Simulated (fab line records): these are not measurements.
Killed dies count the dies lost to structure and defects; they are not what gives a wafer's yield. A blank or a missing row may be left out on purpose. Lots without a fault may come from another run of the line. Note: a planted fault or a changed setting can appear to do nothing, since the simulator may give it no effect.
Which tool is to blame? | flow berkeley_cmos170 | 14 lots with 42 wafers sampled at 6 steps, on a route of 331 steps

== WHAT THE GAUGES SHOWED, per wafer ==
UCB170_V1_OVL_MEAS_13. Usual: V1_OVL typically reads 3 nm, with standard deviation 5.2.
lot  | measured     | on         | V1_OVL (nm) | flag
L570 | day 8 14:17  | overlay-01 | 2 -1 2      |
L571 | day 8 15:44  | overlay-02 | 5 6 4       |
L573 | day 8 21:19  | overlay-02 | 1 -1 2      |
L574 | day 8 22:45  | overlay-01 | 1 5 9       |
L572 | day 8 23:01  | overlay-01 | 10 5 2      |
L578 | day 10 03:50 | overlay-01 | -2 0 2      |
L581 | day 10 04:08 | overlay-02 | 15 13 9     |
L582 | day 10 17:31 | overlay-01 | 2 6 6       |
L583 | day 11 15:04 | overlay-02 | 8 4 10      |
L584 | day 11 18:49 | overlay-02 | 0 4 4       |
L587 | day 12 05:33 | overlay-02 | 3 -6 -4     |
L589 | day 12 05:50 | overlay-02 | -5 -7 -6    |
L590 | day 12 21:34 | overlay-01 | 5 3 3       |
L591 | day 12 21:00 | overlay-02 | -2 2 3      |

UCB170_M3_CD_MEAS_90 targets a cd of 700 nm. Usual: cd_nm at 699 nm, with a standard deviation of 3.5.
lot  | measured     | on        | cd_nm (nm)  | flag
L570 | day 8 22:59  | cd_sem-02 | 699 697 698 |
L571 | day 9 00:24  | cd_sem-02 | 701 698 702 |
L573 | day 9 06:07  | cd_sem-02 | 698 707 698 |
L574 | day 9 06:35  | cd_sem-01 | 695 702 697 |
L572 | day 9 07:26  | cd_sem-01 | 695 699 696 |
L578 | day 10 12:58 | cd_sem-01 | 717 717 720 | OFF
L581 | day 10 14:24 | cd_sem-01 | 716 712 721 | OFF
L582 | day 11 04:08 | cd_sem-01 | 699 696 698 |
L583 | day 12 01:12 | cd_sem-01 | 696 696 694 |
L584 | day 12 03:22 | cd_sem-02 | 691 698 691 |
L587 | day 12 15:17 | cd_sem-02 | 699 697 694 |
L589 | day 12 15:31 | cd_sem-01 | 698 697 699 |
L590 | day 13 07:16 | cd_sem-02 | 702 699 702 |
L591 | day 13 05:22 | cd_sem-01 | 702 695 698 |

== WHICH TOOL RAN EACH LOT (tool, then ch and the chambers of the sampled wafers, then the start) ==
lot  | UCB170_CONTACT_STRIP_06              | UCB170_CONTACT_STRIP_19              | UCB170_M3_METAL_ETCH_18           | UCB170_M3_STRIP_19
L570 | plasma_asher-03 ch 0,1, day 8 05:38  | plasma_asher-04 ch 0,1, day 8 07:20  | rie_metal-02 ch 0,1, day 8 22:42  | plasma_asher-02 ch 0,1, day 8 22:53
L571 | plasma_asher-04 ch 0,1, day 8 06:15  | plasma_asher-03 ch 0,1, day 8 08:08  | rie_metal-01 ch 0, day 8 23:56    | plasma_asher-02 ch 0,1, day 9 00:18
L573 | plasma_asher-02 ch 0,1, day 8 12:59  | plasma_asher-03 ch 0,1, day 8 15:40  | rie_metal-01 ch 0,1, day 9 05:49  | plasma_asher-02 ch 0,1, day 9 06:01
L574 | plasma_asher-04 ch 0,1, day 8 13:53  | plasma_asher-03 ch 0, day 8 16:13    | rie_metal-03 ch 0,1, day 9 06:17  | plasma_asher-03 ch 0,1, day 9 06:29
L572 | plasma_asher-03 ch 1, day 8 13:54    | plasma_asher-02 ch 1, day 8 16:30    | rie_metal-02 ch 0,1, day 9 07:08  | plasma_asher-01 ch 0,1, day 9 07:20
L578 | plasma_asher-02 ch 0,1, day 9 18:02  | plasma_asher-02 ch 0,1, day 9 19:43  | rie_metal-01 ch 0,1, day 10 12:41 | plasma_asher-02 ch 0,1, day 10 12:52
L581 | plasma_asher-04 ch 0,1, day 9 19:50  | plasma_asher-03 ch 0,1, day 9 21:37  | rie_metal-01 ch 0,1, day 10 14:06 | plasma_asher-02 ch 0,1, day 10 14:17
L582 | plasma_asher-03 ch 0,1, day 10 08:48 | plasma_asher-02 ch 0,1, day 10 11:40 | rie_metal-02 ch 0,1, day 11 03:52 | plasma_asher-03 ch 0,1, day 11 04:02
L583 | plasma_asher-04 ch 0,1, day 11 06:12 | plasma_asher-03 ch 0,1, day 11 07:46 | rie_metal-02 ch 0,1, day 12 00:55 | plasma_asher-03 ch 0,1, day 12 01:06
L584 | plasma_asher-03 ch 0,1, day 11 07:18 | plasma_asher-04 ch 0,1, day 11 09:00 | rie_metal-03 ch 0,1, day 12 03:04 | plasma_asher-01 ch 0,1, day 12 03:15
L587 | plasma_asher-02 ch 0,1, day 11 19:38 | plasma_asher-04 ch 0,1, day 11 21:35 | rie_metal-02 ch 0,1, day 12 15:01 | plasma_asher-02 ch 0,1, day 12 15:11
L589 | plasma_asher-03 ch 0, day 11 19:43   | plasma_asher-04 ch 0,1, day 11 22:08 | rie_metal-03 ch 1, day 12 15:13   | plasma_asher-01 ch 1, day 12 15:24
L590 | plasma_asher-02 ch 0,1, day 12 12:34 | plasma_asher-04 ch 0,1, day 12 14:52 | rie_metal-02 ch 0,1, day 13 06:58 | plasma_asher-02 ch 0,1, day 13 07:10
L591 | plasma_asher-03 ch 0,1, day 12 12:34 | plasma_asher-02 ch 0,1, day 12 14:44 | rie_metal-03 ch 0,1, day 13 05:04 | plasma_asher-02 ch 0,1, day 13 05:16
- UCB170_CONTACT_STRIP_06: strips in O2.
- UCB170_CONTACT_STRIP_19: strips in O2.
- UCB170_M3_METAL_ETCH_18: etches Al in Cl2/BCl3, stops on SiO2, target depth 1170 nm, time 195 s.
- UCB170_M3_STRIP_19: strips in O2.

== AS READ BY THE TOOLS THEMSELVES (means over the sampled wafers that have a number; for cases with no such wafer, the mark the record gives instead) ==
UCB170_CONTACT_STRIP_06. Usual: chamber_pressure_mTorr 3500 mTorr, standard deviation 3.1; drypump_motor_current_A 5.3 A, standard deviation 0.31; oes_product_au 0.735 a.u., standard deviation 0.0042; strip_time_to_endpoint_s 21.99 s, standard deviation 0.061.
lot  | tool            | chamber_pressure_mTorr (mTorr) | drypump_motor_current_A (A) | oes_product_au (a.u.) | strip_time_to_endpoint_s (s) | flag
L570 | plasma_asher-03 | 3500                           | 5.4                         | 0.732                 | 21.97                        |
L571 | plasma_asher-04 | 3498                           | 5.4                         | 0.731                 | 21.88                        |
L573 | plasma_asher-02 | 3503                           | 5.1                         | 0.737                 | 22.06                        |
L574 | plasma_asher-04 | 3500                           | 5.5                         | 0.730                 | 21.95                        |
L572 | plasma_asher-03 | 3500                           | 5.7                         | 0.735                 | 22.03                        |
L578 | plasma_asher-02 | 3502                           | 5.1                         | 0.734                 | 21.95                        |
L581 | plasma_asher-04 | 3501                           | 5.5                         | 0.731                 | 22.05                        |
L582 | plasma_asher-03 | 3501                           | 5.2                         | 0.732                 | 22.05                        |
L583 | plasma_asher-04 | 3502                           | 5.4                         | 0.736                 | 21.98                        |
L584 | plasma_asher-03 | 3501                           | 5.4                         | 0.734                 | 21.96                        |
L587 | plasma_asher-02 | 3499                           | 5.1                         | 0.733                 | 22.06                        |
L589 | plasma_asher-03 | 3499                           | 4.9                         | 0.738                 | 21.92                        |
L590 | plasma_asher-02 | 3501                           | 5.2                         | 0.734                 | 22.04                        |
L591 | plasma_asher-03 | 3498                           | 5.2                         | 0.736                 | 21.95                        |

UCB170_CONTACT_STRIP_19. Usual: chamber_pressure_mTorr 3500 mTorr, standard deviation 3.3; drypump_motor_current_A 5.31 A, standard deviation 0.25; oes_product_au 0.725 a.u., standard deviation 0.0046.
lot  | tool            | chamber_pressure_mTorr (mTorr) | drypump_motor_current_A (A) | oes_product_au (a.u.) | flag
L570 | plasma_asher-04 | 3499                           | 5.48                        | 0.725                 |
L571 | plasma_asher-03 | 3502                           | 5.42                        | 0.722                 |
L573 | plasma_asher-03 | 3501                           | 5.42                        | 0.727                 |
L574 | plasma_asher-03 | 3498                           | 4.87                        | 0.722                 |
L572 | plasma_asher-02 | 3500                           | 5.08                        | 0.723                 |
L578 | plasma_asher-02 | 3501                           | 5.14                        | 0.718                 |
L581 | plasma_asher-03 | 3505                           | 5.41                        | 0.721                 |
L582 | plasma_asher-02 | 3502                           | 5.15                        | 0.725                 |
L583 | plasma_asher-03 | 3499                           | 5.43                        | 0.724                 |
L584 | plasma_asher-04 | 3499                           | 5.46                        | 0.728                 |
L587 | plasma_asher-04 | 3498                           | 5.44                        | 0.727                 |
L589 | plasma_asher-04 | 3502                           | 5.43                        | 0.721                 |
L590 | plasma_asher-04 | 3503                           | 5.44                        | 0.722                 |
L591 | plasma_asher-02 | 3499                           | 5.09                        | 0.725                 |

UCB170_M3_METAL_ETCH_18. Usual: chamber_pressure_mTorr 11.999 mTorr, standard deviation 0.011; drypump_motor_current_A 5.6 A, standard deviation 0.46; oes_product_au 0.849 a.u., standard deviation 0.01; throttle_valve_pct 24.40 %, standard deviation 0.18.
lot  | tool         | chamber_pressure_mTorr (mTorr) | drypump_motor_current_A (A) | oes_product_au (a.u.) | throttle_valve_pct (%) | flag
L570 | rie_metal-02 | 11.996                         | 6.1                         | 0.854                 | 24.38                  |
L571 | rie_metal-01 | 12.006                         | 5.1                         | 0.835                 | 24.07                  |
L573 | rie_metal-01 | 11.995                         | 5.2                         | 0.847                 | 24.32                  |
L574 | rie_metal-03 | 12.005                         | 5.8                         | 0.847                 | 24.49                  |
L572 | rie_metal-02 | 11.995                         | 6.0                         | 0.857                 | 24.38                  |
L578 | rie_metal-01 | 12.001                         | 5.1                         | 0.754                 | 24.24                  | OFF
L581 | rie_metal-01 | 12.007                         | 5.2                         | 0.753                 | 24.37                  | OFF
L582 | rie_metal-02 | 11.997                         | 6.0                         | 0.852                 | 24.40                  |
L583 | rie_metal-02 | 12.000                         | 6.0                         | 0.845                 | 24.39                  |
L584 | rie_metal-03 | 11.996                         | 5.8                         | 0.853                 | 24.50                  |
L587 | rie_metal-02 | 11.997                         | 6.1                         | 0.852                 | 24.40                  |
L589 | rie_metal-03 | 11.996                         | 5.9                         | 0.853                 | 24.48                  |
L590 | rie_metal-02 | 11.997                         | 5.7                         | 0.852                 | 24.49                  |
L591 | rie_metal-03 | 11.992                         | 5.9                         | 0.849                 | 24.51                  |

UCB170_M3_STRIP_19. Usual: chamber_pressure_mTorr 3500 mTorr, standard deviation 3.4; drypump_motor_current_A 5.3 A, standard deviation 0.33; oes_product_au 0.550 a.u., standard deviation 0.011.
lot  | tool            | chamber_pressure_mTorr (mTorr) | drypump_motor_current_A (A) | oes_product_au (a.u.) | flag
L570 | plasma_asher-02 | 3501                           | 5.2                         | 0.549                 |
L571 | plasma_asher-02 | 3502                           | 5.1                         | 0.544                 |
L573 | plasma_asher-02 | 3502                           | 5.1                         | 0.550                 |
L574 | plasma_asher-03 | 3499                           | 5.4                         | 0.559                 |
L572 | plasma_asher-01 | 3501                           | 5.6                         | 0.551                 |
L578 | plasma_asher-02 | 3502                           | 5.1                         | 0.725                 | OFF
L581 | plasma_asher-02 | 3501                           | 5.2                         | 0.723                 | OFF
L582 | plasma_asher-03 | 3498                           | 5.2                         | 0.538                 |
L583 | plasma_asher-03 | 3499                           | 5.4                         | 0.546                 |
L584 | plasma_asher-01 | 3501                           | 5.6                         | 0.541                 |
L587 | plasma_asher-02 | 3500                           | 5.1                         | 0.550                 |
L589 | plasma_asher-01 | 3500                           | 5.7                         | 0.552                 |
L590 | plasma_asher-02 | 3503                           | 5.1                         | 0.562                 |
L591 | plasma_asher-02 | 3499                           | 5.1                         | 0.539                 |

== THE ANSWER, worked out from the rows above alone ==
Rule: a lot counts as off when the mean over its wafers that have a number is more than 3 standard deviations away from the usual mean. A lot without any number at a reading at which 4 lots or more have one is off too. Where the step has rows for the other lots, those lots are counted as sound. After the gauges, taken in route order, come the tools' own readings; for these a lot's mean is taken, as printed above. The first step at which some lot is off is used, and at that step the reading that is off furthest; a lot without a number counts as furthest.
Off, at UCB170_M3_CD_MEAS_90 on cd_nm: L578, L581.
A tool fits if, at a process step before that reading, it ran every lot that is off, and no sound lot after the first of them. The gauges at UCB170_M3_CD_MEAS_90 aren't tried: what is off there is off at UCB170_M3_METAL_ETCH_18 too, on other tools, and a gauge's error can't cause that. One fits: rie_metal-01 at UCB170_M3_METAL_ETCH_18. A fault onset in the window from L573 (day 9 05:49, its last sound lot) to L578 (day 10 12:41, its first lot off) fits.
The tool's own readings at UCB170_M3_METAL_ETCH_18 bear it out: on the lots that are off they differ by more than 5 times the standard deviation of the sound lots' means. oes_product_au reads 0.754 a.u. there against 0.850 a.u. on the sound lots.

== WHAT THE SIMULATOR PUT IN ==
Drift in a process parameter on rie_metal-01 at UCB170_M3_METAL_ETCH_18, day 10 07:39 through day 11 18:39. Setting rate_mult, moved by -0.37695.
Lots struck among those shown: L578, L581. The rule above found the same.
